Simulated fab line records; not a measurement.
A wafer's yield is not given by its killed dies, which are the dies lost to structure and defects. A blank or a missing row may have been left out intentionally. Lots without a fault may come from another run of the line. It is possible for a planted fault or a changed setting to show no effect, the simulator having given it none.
fab line records :: flow berkeley-cmos170
record
  lots=14
  wafers=42
  last-day=11
route steps=331 shown CONTACT@217
lots with no fault: from the same line, run without faults
start-h: the number of hours between the record's first day and the start of the first shown wafer of the lot :: wait-h: hours from the lot's prior step to this one :: " same as the row above :: L1.1+2: a row that stands for several wafers :: - no value, or no start was given :: * or withheld: withheld :: < > ~ a bound
route shown NAME@n: NAME is a module with steps in the file, n the number in the route of the first one :: usual: mean/standard deviation of fault-free wafers :: same: alike in all rows :: chamber/n: place in a boat :: sites: readings site by site :: _std_site: the standard deviation of these :: _edge_site: the outer-site mean with the inner-site mean subtracted :: radius-mm: how far each site lies from the wafer's centre :: mask NAME#n: copy n :: behind: the last tool/chamber to shape the wafer :: hold: reason for holding the lot/hours on hold/outcome of the hold :: device: the transistor (n, p or np) that didn't switch :: end of line: the route-end tests of the same wafers :: a step given without rows: its recipe and nothing more :: killed: dies that structure and defects cost at the first sort, which is not the same as the wafer's yield :: map: shows each die of a wafer: x if killed, . if not, _ if none is there
set.NAME: the setting that was run; set.NAME@STEP: the one run at that earlier step :: model.NAME: the simulator's own value behind a step, which no gauge read
a sample of lots followed through the steps of the route, with each step as a table and each wafer as a row
services: from which hour (start-h, from the record's first day; less than 0 if before it) a tool's chamber was out of use, for how many hours, and why
## steps
# step UCB170_CONTACT_CVD_01
# recipe
  material=PSG
  target-thk-nm=700
  temp-c=450
  precursor=SiH4/O2/PH3
  time-s=2820
  pressure-mtorr=300
  sih4-flow-sccm=60
  o2-flow-sccm=90
  ph3-flow-sccm=25
# usual
  zone-power-centre-pct=21.2/1.9
lot.wafer: L341.1
tool: lpcvd-02
chamber: 0
start-h: 168.04
wait-h: 0.0
zone-power-centre-pct: 23.7

lot.wafer: L341.5
tool: lpcvd-02
chamber: 0
start-h: 168.04
wait-h: 0.0
zone-power-centre-pct: 23.8

lot.wafer: L341.6
tool: lpcvd-02
chamber: 0
start-h: 168.04
wait-h: 0.0
zone-power-centre-pct: 23.7

lot.wafer: L343.2
tool: lpcvd-01
chamber: 0
start-h: 168.49
wait-h: 0.0
zone-power-centre-pct: 19.7

lot.wafer: L343.5
tool: lpcvd-01
chamber: 0
start-h: 168.49
wait-h: 0.0
zone-power-centre-pct: 19.0

lot.wafer: L343.6
tool: lpcvd-01
chamber: 0
start-h: 168.49
wait-h: 0.0
zone-power-centre-pct: 19.2

lot.wafer: L342.1
tool: lpcvd-02
chamber: 1
start-h: 169.82
wait-h: 1.1
zone-power-centre-pct: 19.7

lot.wafer: L342.2
tool: lpcvd-02
chamber: 1
start-h: 169.82
wait-h: 1.1
zone-power-centre-pct: 19.4

lot.wafer: L342.4
tool: lpcvd-02
chamber: 1
start-h: 169.82
wait-h: 1.1
zone-power-centre-pct: 19.7

lot.wafer: L345.1
tool: lpcvd-02
chamber: 0
start-h: 196.04
wait-h: 0.0
zone-power-centre-pct: 23.8

lot.wafer: L345.3
tool: lpcvd-02
chamber: 0
start-h: 196.04
wait-h: 0.0
zone-power-centre-pct: 23.6

lot.wafer: L345.6
tool: lpcvd-02
chamber: 0
start-h: 196.04
wait-h: 0.0
zone-power-centre-pct: 23.2

lot.wafer: L346.1
tool: lpcvd-02
chamber: 0
start-h: 197.83
wait-h: 1.1
zone-power-centre-pct: 24.0

lot.wafer: L346.2
tool: lpcvd-02
chamber: 0
start-h: 197.83
wait-h: 1.1
zone-power-centre-pct: 24.0

lot.wafer: L346.4
tool: lpcvd-02
chamber: 0
start-h: 197.83
wait-h: 1.1
zone-power-centre-pct: 23.5

lot.wafer: L348.1
tool: lpcvd-02
chamber: 0
start-h: 197.83
wait-h: 1.6
zone-power-centre-pct: 24.1

lot.wafer: L348.4
tool: lpcvd-02
chamber: 0
start-h: 197.83
wait-h: 1.6
zone-power-centre-pct: 24.1

lot.wafer: L348.6
tool: lpcvd-02
chamber: 0
start-h: 197.83
wait-h: 1.6
zone-power-centre-pct: 23.7

lot.wafer: L350.1
tool: lpcvd-02
chamber: 0
start-h: 207.94
wait-h: 0.0
zone-power-centre-pct: 23.7

lot.wafer: L350.2
tool: lpcvd-02
chamber: 0
start-h: 207.94
wait-h: 0.0
zone-power-centre-pct: 23.8

lot.wafer: L350.5
tool: lpcvd-02
chamber: 0
start-h: 207.94
wait-h: 0.0
zone-power-centre-pct: 23.5

lot.wafer: L352.2
tool: lpcvd-01
chamber: 0
start-h: 217.23
wait-h: 0.0
zone-power-centre-pct: 19.4

lot.wafer: L352.4
tool: lpcvd-01
chamber: 0
start-h: 217.23
wait-h: 0.0
zone-power-centre-pct: 18.9

lot.wafer: L352.6
tool: lpcvd-01
chamber: 0
start-h: 217.23
wait-h: 0.0
zone-power-centre-pct: 19.4

lot.wafer: L353.2
tool: lpcvd-01
chamber: 1
start-h: 219.01
wait-h: 1.0
zone-power-centre-pct: 21.0

lot.wafer: L353.3
tool: lpcvd-01
chamber: 1
start-h: 219.01
wait-h: 1.0
zone-power-centre-pct: 20.7

lot.wafer: L353.6
tool: lpcvd-01
chamber: 1
start-h: 219.01
wait-h: 1.0
zone-power-centre-pct: 20.5

lot.wafer: L356.2
tool: lpcvd-02
chamber: 1
start-h: 233.25
wait-h: 0.3
zone-power-centre-pct: 19.4

lot.wafer: L356.3
tool: lpcvd-02
chamber: 1
start-h: 233.25
wait-h: 0.3
zone-power-centre-pct: 19.6

lot.wafer: L356.5
tool: lpcvd-02
chamber: 1
start-h: 233.25
wait-h: 0.3
zone-power-centre-pct: 19.9

lot.wafer: L355.1
tool: lpcvd-02
chamber: 1
start-h: 237.46
wait-h: 0.0
zone-power-centre-pct: 19.5

lot.wafer: L355.5
tool: lpcvd-02
chamber: 1
start-h: 237.46
wait-h: 0.0
zone-power-centre-pct: 19.6

lot.wafer: L355.6
tool: lpcvd-02
chamber: 1
start-h: 237.46
wait-h: 0.0
zone-power-centre-pct: 20.0

lot.wafer: L357.4
tool: lpcvd-01
chamber: 1
start-h: 237.81
wait-h: 0.0
zone-power-centre-pct: 20.8

lot.wafer: L357.5
tool: lpcvd-01
chamber: 1
start-h: 237.81
wait-h: 0.0
zone-power-centre-pct: 20.9

lot.wafer: L357.6
tool: lpcvd-01
chamber: 1
start-h: 237.81
wait-h: 0.0
zone-power-centre-pct: 21.1

lot.wafer: L358.3
tool: lpcvd-01
chamber: 0
start-h: 237.81
wait-h: 0.0
zone-power-centre-pct: 19.4

lot.wafer: L358.5
tool: lpcvd-01
chamber: 0
start-h: 237.81
wait-h: 0.0
zone-power-centre-pct: 19.3

lot.wafer: L358.6
tool: lpcvd-01
chamber: 0
start-h: 237.81
wait-h: 0.0
zone-power-centre-pct: 19.3

lot.wafer: L359.2
tool: lpcvd-02
chamber: 1
start-h: 239.25
wait-h: 0.9
zone-power-centre-pct: 19.5

lot.wafer: L359.4
tool: lpcvd-02
chamber: 1
start-h: 239.25
wait-h: 0.9
zone-power-centre-pct: 19.2

lot.wafer: L359.6
tool: lpcvd-02
chamber: 1
start-h: 239.25
wait-h: 0.9
zone-power-centre-pct: 19.5
# step UCB170_CONTACT_THK_MEAS_02
# recipe
  reads=PSG_of_CONTACT_CVD_01
# usual
  CONTACT_PSG_THK=698/6.3
lot.wafer: L341.1
tool: film-metro-04
chamber: -
start-h: 169.82
wait-h: 0.0
CONTACT_PSG_THK[nm]: 688

lot.wafer: L341.5
tool: film-metro-04
chamber: -
start-h: 169.82
wait-h: 0.0
CONTACT_PSG_THK[nm]: 689

lot.wafer: L341.6
tool: film-metro-04
chamber: -
start-h: 169.82
wait-h: 0.0
CONTACT_PSG_THK[nm]: 687

lot.wafer: L343.2
tool: film-metro-01
chamber: -
start-h: 170.29
wait-h: 0.0
CONTACT_PSG_THK[nm]: 697

lot.wafer: L343.5
tool: film-metro-01
chamber: -
start-h: 170.29
wait-h: 0.0
CONTACT_PSG_THK[nm]: 695

lot.wafer: L343.6
tool: film-metro-01
chamber: -
start-h: 170.29
wait-h: 0.0
CONTACT_PSG_THK[nm]: 692

lot.wafer: L342.1
tool: film-metro-02
chamber: -
start-h: 171.61
wait-h: 0.0
CONTACT_PSG_THK[nm]: 691

lot.wafer: L342.2
tool: film-metro-02
chamber: -
start-h: 171.61
wait-h: 0.0
CONTACT_PSG_THK[nm]: 692

lot.wafer: L342.4
tool: film-metro-02
chamber: -
start-h: 171.61
wait-h: 0.0
CONTACT_PSG_THK[nm]: 695

lot.wafer: L345.1
tool: film-metro-01
chamber: -
start-h: 197.83
wait-h: 0.0
CONTACT_PSG_THK[nm]: 697

lot.wafer: L345.3
tool: film-metro-01
chamber: -
start-h: 197.83
wait-h: 0.0
CONTACT_PSG_THK[nm]: 691

lot.wafer: L345.6
tool: film-metro-01
chamber: -
start-h: 197.83
wait-h: 0.0
CONTACT_PSG_THK[nm]: 690

lot.wafer: L346.1
tool: film-metro-01
chamber: -
start-h: 199.61
wait-h: 0.0
CONTACT_PSG_THK[nm]: 701

lot.wafer: L346.2
tool: film-metro-01
chamber: -
start-h: 199.61
wait-h: 0.0
CONTACT_PSG_THK[nm]: 705

lot.wafer: L346.4
tool: film-metro-01
chamber: -
start-h: 199.61
wait-h: 0.0
CONTACT_PSG_THK[nm]: 706

lot.wafer: L348.1
tool: film-metro-02
chamber: -
start-h: 199.61
wait-h: 0.0
CONTACT_PSG_THK[nm]: 696

lot.wafer: L348.4
tool: film-metro-02
chamber: -
start-h: 199.61
wait-h: 0.0
CONTACT_PSG_THK[nm]: 689

lot.wafer: L348.6
tool: film-metro-02
chamber: -
start-h: 199.61
wait-h: 0.0
CONTACT_PSG_THK[nm]: 688

lot.wafer: L350.1
tool: film-metro-04
chamber: -
start-h: 209.72
wait-h: 0.0
CONTACT_PSG_THK[nm]: 699

lot.wafer: L350.2
tool: film-metro-04
chamber: -
start-h: 209.72
wait-h: 0.0
CONTACT_PSG_THK[nm]: 693

lot.wafer: L350.5
tool: film-metro-04
chamber: -
start-h: 209.72
wait-h: 0.0
CONTACT_PSG_THK[nm]: 697

lot.wafer: L352.2
tool: film-metro-01
chamber: -
start-h: 219.02
wait-h: 0.0
CONTACT_PSG_THK[nm]: 704

lot.wafer: L352.4
tool: film-metro-01
chamber: -
start-h: 219.02
wait-h: 0.0
CONTACT_PSG_THK[nm]: 703

lot.wafer: L352.6
tool: film-metro-01
chamber: -
start-h: 219.02
wait-h: 0.0
CONTACT_PSG_THK[nm]: 705

lot.wafer: L353.2
tool: film-metro-04
chamber: -
start-h: 220.80
wait-h: 0.0
CONTACT_PSG_THK[nm]: 702

lot.wafer: L353.3
tool: film-metro-04
chamber: -
start-h: 220.80
wait-h: 0.0
CONTACT_PSG_THK[nm]: 705

lot.wafer: L353.6
tool: film-metro-04
chamber: -
start-h: 220.80
wait-h: 0.0
CONTACT_PSG_THK[nm]: 702

lot.wafer: L356.2
tool: film-metro-02
chamber: -
start-h: 235.05
wait-h: 0.0
CONTACT_PSG_THK[nm]: 703

lot.wafer: L356.3
tool: film-metro-02
chamber: -
start-h: 235.05
wait-h: 0.0
CONTACT_PSG_THK[nm]: 711

lot.wafer: L356.5
tool: film-metro-02
chamber: -
start-h: 235.05
wait-h: 0.0
CONTACT_PSG_THK[nm]: 704

lot.wafer: L355.1
tool: film-metro-02
chamber: -
start-h: 239.25
wait-h: 0.0
CONTACT_PSG_THK[nm]: 630

lot.wafer: L355.5
tool: film-metro-02
chamber: -
start-h: 239.25
wait-h: 0.0
CONTACT_PSG_THK[nm]: 624

lot.wafer: L355.6
tool: film-metro-02
chamber: -
start-h: 239.25
wait-h: 0.0
CONTACT_PSG_THK[nm]: 629

lot.wafer: L358.3
tool: film-metro-04
chamber: -
start-h: 239.62
wait-h: 0.0
CONTACT_PSG_THK[nm]: 690

lot.wafer: L358.5
tool: film-metro-04
chamber: -
start-h: 239.62
wait-h: 0.0
CONTACT_PSG_THK[nm]: 690

lot.wafer: L358.6
tool: film-metro-04
chamber: -
start-h: 239.62
wait-h: 0.0
CONTACT_PSG_THK[nm]: 687

lot.wafer: L357.4
tool: film-metro-01
chamber: -
start-h: 239.63
wait-h: 0.0
CONTACT_PSG_THK[nm]: 689

lot.wafer: L357.5
tool: film-metro-01
chamber: -
start-h: 239.63
wait-h: 0.0
CONTACT_PSG_THK[nm]: 692

lot.wafer: L357.6
tool: film-metro-01
chamber: -
start-h: 239.63
wait-h: 0.0
CONTACT_PSG_THK[nm]: 694

lot.wafer: L359.2
tool: film-metro-01
chamber: -
start-h: 241.04
wait-h: 0.0
CONTACT_PSG_THK[nm]: 615

lot.wafer: L359.4
tool: film-metro-01
chamber: -
start-h: 241.04
wait-h: 0.0
CONTACT_PSG_THK[nm]: 614

lot.wafer: L359.6
tool: film-metro-01
chamber: -
start-h: 241.04
wait-h: 0.0
CONTACT_PSG_THK[nm]: 617
# step UCB170_CONTACT_ETCH_18
# recipe
  chemistry=CHF3/CF4/Ar
  target=PSG
  stop-on=TiSi2
  CHF3_flow_sccm=45
  cf4-flow-sccm=15
  Ar_flow_sccm=150
  pressure-mtorr=200
  rf-w=700
  target-depth-a=8400
  over-etch-frac=0.2
  time-s=195
# usual
  drypump-motor-current-A=5.9/0.41
  oes-product-au=0.893/0.015
  throttle-valve-pct=6.96/0.12
# same
  over-etch-frac=0.2
lot.wafer: L341.1
tool: rie-diel-03
chamber: 3
start-h: -
wait-h: -
drypump-motor-current-A: 5.0
oes-product-au: 0.878
rf-hours-counter-h: 56
throttle-valve-pct: 6.77

lot.wafer: L341.5
tool: rie-diel-03
chamber: 0
start-h: -
wait-h: -
drypump-motor-current-A: 6.1
oes-product-au: 0.872
rf-hours-counter-h: -
throttle-valve-pct: 6.94

lot.wafer: L341.6
tool: rie-diel-03
chamber: 3
start-h: -
wait-h: -
drypump-motor-current-A: 5.0
oes-product-au: 0.883
rf-hours-counter-h: -
throttle-valve-pct: 6.77

lot.wafer: L343.2
tool: rie-diel-02
chamber: 2
start-h: -
wait-h: -
drypump-motor-current-A: 6.2
oes-product-au: 0.915
rf-hours-counter-h: 64
throttle-valve-pct: 7.17

lot.wafer: L343.5
tool: rie-diel-02
chamber: 3
start-h: -
wait-h: -
drypump-motor-current-A: 5.3
oes-product-au: 0.872
rf-hours-counter-h: -
throttle-valve-pct: 6.87

lot.wafer: L343.6
tool: rie-diel-02
chamber: 2
start-h: -
wait-h: -
drypump-motor-current-A: 6.2
oes-product-au: 0.915
rf-hours-counter-h: -
throttle-valve-pct: 7.18

lot.wafer: L342.1
tool: rie-diel-02
chamber: 3
start-h: -
wait-h: -
drypump-motor-current-A: 5.3
oes-product-au: 0.873
rf-hours-counter-h: 134
throttle-valve-pct: 6.87

lot.wafer: L342.2
tool: rie-diel-02
chamber: 0
start-h: -
wait-h: -
drypump-motor-current-A: 5.7
oes-product-au: 0.887
rf-hours-counter-h: 20
throttle-valve-pct: 6.91

lot.wafer: L342.4
tool: rie-diel-02
chamber: 1
start-h: -
wait-h: -
drypump-motor-current-A: 6.3
oes-product-au: 0.902
rf-hours-counter-h: 18
throttle-valve-pct: 6.94

lot.wafer: L345.1
tool: rie-diel-04
chamber: 2
start-h: -
wait-h: -
drypump-motor-current-A: 5.7
oes-product-au: 0.903
rf-hours-counter-h: 94
throttle-valve-pct: 7.04

lot.wafer: L345.3
tool: rie-diel-04
chamber: 0
start-h: -
wait-h: -
drypump-motor-current-A: 6.2
oes-product-au: 0.879
rf-hours-counter-h: 7
throttle-valve-pct: 7.06

lot.wafer: L345.6
tool: rie-diel-04
chamber: 3
start-h: -
wait-h: -
drypump-motor-current-A: 6.1
oes-product-au: 0.893
rf-hours-counter-h: -
throttle-valve-pct: 6.94

lot.wafer: L348.1
tool: rie-diel-03
chamber: 0
start-h: -
wait-h: -
drypump-motor-current-A: 6.1
oes-product-au: 0.881
rf-hours-counter-h: 0
throttle-valve-pct: 6.93

lot.wafer: L348.4
tool: rie-diel-03
chamber: 0
start-h: -
wait-h: -
drypump-motor-current-A: 6.1
oes-product-au: 0.866
rf-hours-counter-h: -
throttle-valve-pct: 6.93

lot.wafer: L348.6
tool: rie-diel-03
chamber: 3
start-h: -
wait-h: -
drypump-motor-current-A: 5.0
oes-product-au: 0.892
rf-hours-counter-h: -
throttle-valve-pct: 6.81

lot.wafer: L346.1
tool: rie-diel-04
chamber: 0
start-h: -
wait-h: -
drypump-motor-current-A: 6.2
oes-product-au: 0.888
rf-hours-counter-h: 8
throttle-valve-pct: 7.05

lot.wafer: L346.2
tool: rie-diel-04
chamber: 2
start-h: -
wait-h: -
drypump-motor-current-A: 5.7
oes-product-au: 0.901
rf-hours-counter-h: 95
throttle-valve-pct: 7.04

lot.wafer: L346.4
tool: rie-diel-04
chamber: 3
start-h: -
wait-h: -
drypump-motor-current-A: 6.1
oes-product-au: 0.908
rf-hours-counter-h: 134
throttle-valve-pct: 6.94

lot.wafer: L350.1
tool: rie-diel-03
chamber: 1
start-h: -
wait-h: -
drypump-motor-current-A: 6.4
oes-product-au: 0.880
rf-hours-counter-h: 1
throttle-valve-pct: 7.13

lot.wafer: L350.2
tool: rie-diel-03
chamber: 3
start-h: -
wait-h: -
drypump-motor-current-A: 5.0
oes-product-au: 0.879
rf-hours-counter-h: 59
throttle-valve-pct: 6.79

lot.wafer: L350.5
tool: rie-diel-03
chamber: 1
start-h: -
wait-h: -
drypump-motor-current-A: 6.4
oes-product-au: 0.872
rf-hours-counter-h: -
throttle-valve-pct: 7.15

lot.wafer: L352.2
tool: rie-diel-03
chamber: 1
start-h: -
wait-h: -
drypump-motor-current-A: 6.4
oes-product-au: 0.880
rf-hours-counter-h: 2
throttle-valve-pct: 7.13

lot.wafer: L352.4
tool: rie-diel-03
chamber: 3
start-h: -
wait-h: -
drypump-motor-current-A: 5.0
oes-product-au: 0.895
rf-hours-counter-h: 60
throttle-valve-pct: 6.82

lot.wafer: L352.6
tool: rie-diel-03
chamber: 0
start-h: -
wait-h: -
drypump-motor-current-A: 6.0
oes-product-au: 0.878
rf-hours-counter-h: -
throttle-valve-pct: 6.94

lot.wafer: L353.2
tool: rie-diel-02
chamber: 1
start-h: -
wait-h: -
drypump-motor-current-A: 6.2
oes-product-au: 0.915
rf-hours-counter-h: 20
throttle-valve-pct: 6.92

lot.wafer: L353.3
tool: rie-diel-02
chamber: 3
start-h: -
wait-h: -
drypump-motor-current-A: 5.3
oes-product-au: 0.879
rf-hours-counter-h: 137
throttle-valve-pct: 6.87

lot.wafer: L353.6
tool: rie-diel-02
chamber: 1
start-h: -
wait-h: -
drypump-motor-current-A: 6.2
oes-product-au: 0.905
rf-hours-counter-h: -
throttle-valve-pct: 6.92

lot.wafer: L356.2
tool: rie-diel-02
chamber: 0
start-h: -
wait-h: -
drypump-motor-current-A: 5.7
oes-product-au: 0.896
rf-hours-counter-h: 24
throttle-valve-pct: 6.93

lot.wafer: L356.3
tool: rie-diel-02
chamber: 1
start-h: -
wait-h: -
drypump-motor-current-A: 6.3
oes-product-au: 0.912
rf-hours-counter-h: 21
throttle-valve-pct: 6.94

lot.wafer: L356.5
tool: rie-diel-02
chamber: 3
start-h: -
wait-h: -
drypump-motor-current-A: 5.3
oes-product-au: 0.878
rf-hours-counter-h: -
throttle-valve-pct: 6.88

lot.wafer: L355.1
tool: rie-diel-02
chamber: 1
start-h: -
wait-h: -
drypump-motor-current-A: 6.3
oes-product-au: 0.850
rf-hours-counter-h: 21
throttle-valve-pct: 6.94

lot.wafer: L355.5
tool: rie-diel-02
chamber: 1
start-h: -
wait-h: -
drypump-motor-current-A: 6.3
oes-product-au: 0.850
rf-hours-counter-h: -
throttle-valve-pct: 6.93

lot.wafer: L355.6
tool: rie-diel-02
chamber: 0
start-h: -
wait-h: -
drypump-motor-current-A: 5.7
oes-product-au: 0.842
rf-hours-counter-h: -
throttle-valve-pct: 6.93

lot.wafer: L357.4
tool: rie-diel-04
chamber: 2
start-h: -
wait-h: -
drypump-motor-current-A: 5.7
oes-product-au: 0.895
rf-hours-counter-h: 96
throttle-valve-pct: 7.03

lot.wafer: L357.5
tool: rie-diel-04
chamber: 3
start-h: -
wait-h: -
drypump-motor-current-A: 6.1
oes-product-au: 0.900
rf-hours-counter-h: -
throttle-valve-pct: 6.94

lot.wafer: L357.6
tool: rie-diel-04
chamber: 0
start-h: -
wait-h: -
drypump-motor-current-A: 6.2
oes-product-au: 0.883
rf-hours-counter-h: -
throttle-valve-pct: 7.05

lot.wafer: L358.3
tool: rie-diel-03
chamber: 3
start-h: -
wait-h: -
drypump-motor-current-A: 5.0
oes-product-au: 0.887
rf-hours-counter-h: 61
throttle-valve-pct: 6.79

lot.wafer: L358.5
tool: rie-diel-03
chamber: 0
start-h: -
wait-h: -
drypump-motor-current-A: 6.0
oes-product-au: 0.875
rf-hours-counter-h: -
throttle-valve-pct: 6.94

lot.wafer: L358.6
tool: rie-diel-03
chamber: 1
start-h: -
wait-h: -
drypump-motor-current-A: 6.4
oes-product-au: 0.865
rf-hours-counter-h: -
throttle-valve-pct: 7.14

lot.wafer: L359.2
tool: rie-diel-02
chamber: 3
start-h: -
wait-h: -
drypump-motor-current-A: 5.3
oes-product-au: 0.810
rf-hours-counter-h: 138
throttle-valve-pct: 6.88

lot.wafer: L359.4
tool: rie-diel-02
chamber: 0
start-h: -
wait-h: -
drypump-motor-current-A: 5.7
oes-product-au: 0.834
rf-hours-counter-h: 24
throttle-valve-pct: 6.92

lot.wafer: L359.6
tool: rie-diel-02
chamber: 2
start-h: -
wait-h: -
drypump-motor-current-A: 6.2
oes-product-au: 0.846
rf-hours-counter-h: -
throttle-valve-pct: 7.16
## services
tool: rie-diel-02
chamber: -
start-h: 160.83
hours: 2.8
kind: pm

tool: rie-diel-03
chamber: 1
start-h: 161.55
hours: 9.5
kind: repair

tool: rie-diel-03
chamber: 1
start-h: 171.03
hours: -
kind: clean

tool: rie-diel-03
chamber: 1
start-h: 171.03
hours: 17.1
kind: scheduled-down

tool: rie-diel-03
chamber: 1
start-h: 171.03
hours: 17.1
kind: vent-cycle

tool: rie-diel-04
chamber: -
start-h: 173.00
hours: 2.8
kind: pm

tool: rie-diel-02
chamber: 1
start-h: 177.24
hours: 5.4
kind: repair

tool: rie-diel-03
chamber: 0
start-h: 188.08
hours: -
kind: clean

tool: rie-diel-03
chamber: 0
start-h: 188.08
hours: 13.4
kind: scheduled-down

tool: rie-diel-03
chamber: 0
start-h: 188.08
hours: 13.4
kind: vent-cycle

tool: rie-diel-02
chamber: 2
start-h: 198.19
hours: 4.1
kind: repair

tool: rie-diel-03
chamber: 2
start-h: 201.44
hours: -
kind: clean

tool: rie-diel-03
chamber: 2
start-h: 201.44
hours: 18.1
kind: scheduled-down

tool: rie-diel-03
chamber: 2
start-h: 201.44
hours: 18.1
kind: vent-cycle

tool: rie-diel-04
chamber: 1
start-h: 204.01
hours: 2.8
kind: repair

tool: rie-diel-02
chamber: 2
start-h: 213.36
hours: 10.0
kind: repair

tool: lpcvd-02
chamber: -
start-h: 232.13
hours: 0.6
kind: repair
## key
first-sign
  step=UCB170_CONTACT_THK_MEAS_02
  reading=CONTACT_PSG_THK
  direction=down
  sigmas=12
  usual=698
  struck=622
effect
  step=UCB170_CONTACT_ETCH_18
  reading=oes-product-au
  direction=down
  sigmas=3.6
  usual=0.893
  struck=0.839
met-at UCB170_CONTACT_CVD_01
struck-lots L355,L359
tester-left-out L355,L359
onset-between 233.25 237.46
fault
  kind=process-parameter-drift
  tool=lpcvd-02
  chamber=-
  onset-h=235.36
  steps=UCB170_CONTACT_CVD_01
  channel=target-thk-nm
  offset=-77
  shape=step
  end-h=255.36
  acts-in=these-recipes-only
  stated=700
# tester-left-out: of these lots the tester's yield and bins aren't shown, on N5 and GAA mostly nor the transistor test; their killed dies are dies lost to structure and defects alone, not to doping, threshold or leakage, so they don't give the yield
